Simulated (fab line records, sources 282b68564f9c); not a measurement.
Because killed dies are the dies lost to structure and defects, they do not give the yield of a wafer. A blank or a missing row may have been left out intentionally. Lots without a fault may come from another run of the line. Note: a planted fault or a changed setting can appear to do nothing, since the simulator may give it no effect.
Comparing a struck lot with a sound one | flow rit cmos | 15 steps out of a route of 202
Sound: the wafers L639.1, L639.2, L639.3. Wafers L654.3, L654.4, L654.6 were the ones struck. The cause is given at the end.
Per side, at each step with rows, come the tool, then ch with its chambers, and then its first start. Under that, the readings that differ: sound wafers | struck wafers | difference of the means | sigmas: that difference in standard deviations of wafers without a fault.
alike: words and numbers the same on both sides, and readings whose means are apart by under 2 such deviations; not compared: readings that were withheld, readings missing a value for some wafer, numbers with overlapping values and no deviation given by the record, and bounds like >300 which may hide the same value.
A row with sigmas, a row that says differs or no value, or rows on one side alone: a step with any of these is where the two part. Non-overlapping numbers with no deviation appear without sigmas and do not part them. A reading missing from all wafers of one side parts the sides only when that side holds two or more wafers.

RIT_GATE_THK_MEAS_07:
  sound: film metro-01 at day 2 11:01; struck: film metro-01 at day 5 15:24
  alike: GATE_OXIDE_THK
then, 1 step without rows for these wafers: RIT_GATE_CVD_08 (deposits poly-Si from SiH4, target thk 250 nm, time 2220 s).
RIT_GATE_THK_MEAS_09:
  sound: film metro-04 at day 2 13:31; struck: film metro-01 at day 5 17:53
  reading            | sound             | struck            | difference | sigmas
  GATE_POLY_THK (nm) | 248.4 249.5 249.2 | 254.8 253.5 254.3 | +5.2       | +2
then, 6 steps without rows for these wafers: RIT_GATE_HMDS_10 (prime time 60 s); RIT_GATE_COAT_11 (resist thk 850 nm); RIT_GATE_SOFTBAKE_12 (time 60 s); RIT_GATE_EXPOSE_13 (exposes mask M6, target cd 150 nm); RIT_GATE_PEB_14; RIT_GATE_DEVELOP_15 (develop time 50 s).
RIT_GATE_CD_MEAS_16: the cd target is 150 nm.
  sound: cd sem-02 at day 2 14:25; struck: cd sem-01 at day 5 19:01
  alike: cd nm
RIT_GATE_OVL_MEAS_17:
  sound: overlay-01 at day 2 14:32; struck: overlay-01 at day 5 19:07
  alike: GATE_OVL
then, 1 step without rows for these wafers: RIT_GATE_HARDBAKE_18 (time 60 s).
RIT_GATE_ETCH_19: etches poly-Si in SF6/CHF3/O2, stops on SiO2, time 165 s, target depth 312.5 nm.
  sound on rie si-02 ch 0,1,2, day 2 14:44; struck on rie si-01 ch 0,2,3, day 5 19:17
  reading                                   | sound             | struck            | difference | sigmas
  oes product au (a.u.)                     | 0.861 0.828 0.849 | 0.995 0.950 0.997 | +0.135     | +8
  over etch frac                            | 0.25 0.25 0.25    | 0.05 0.05 0.05    | -0.20      |
  model.NOVOLAK_of_GATE_COAT_11.thk nm (nm) | 670.4 667.5 667   | 679.5 678.6 677.5 | +10.2      |
  alike: drypump motor current A, throttle valve pct
  not compared: rf hours counter h
RIT_GATE_STRIP_20: strips in O2, time 180 s.
  sound on plasma asher-01 ch 0,1, day 2 14:50; struck on plasma asher-04 ch 0,1, day 5 19:28
  alike: drypump motor current A
  not compared: rf hours counter h
RIT_M1_PROBE_99:
  sound wafers here have rows in the record (prober-01, day 3 10:25); struck ones have none

WHERE THEY PART
Last at RIT_M1_PROBE_99 as far as this record goes, first at RIT_GATE_THK_MEAS_09.

WHY: the cause the simulator had injected
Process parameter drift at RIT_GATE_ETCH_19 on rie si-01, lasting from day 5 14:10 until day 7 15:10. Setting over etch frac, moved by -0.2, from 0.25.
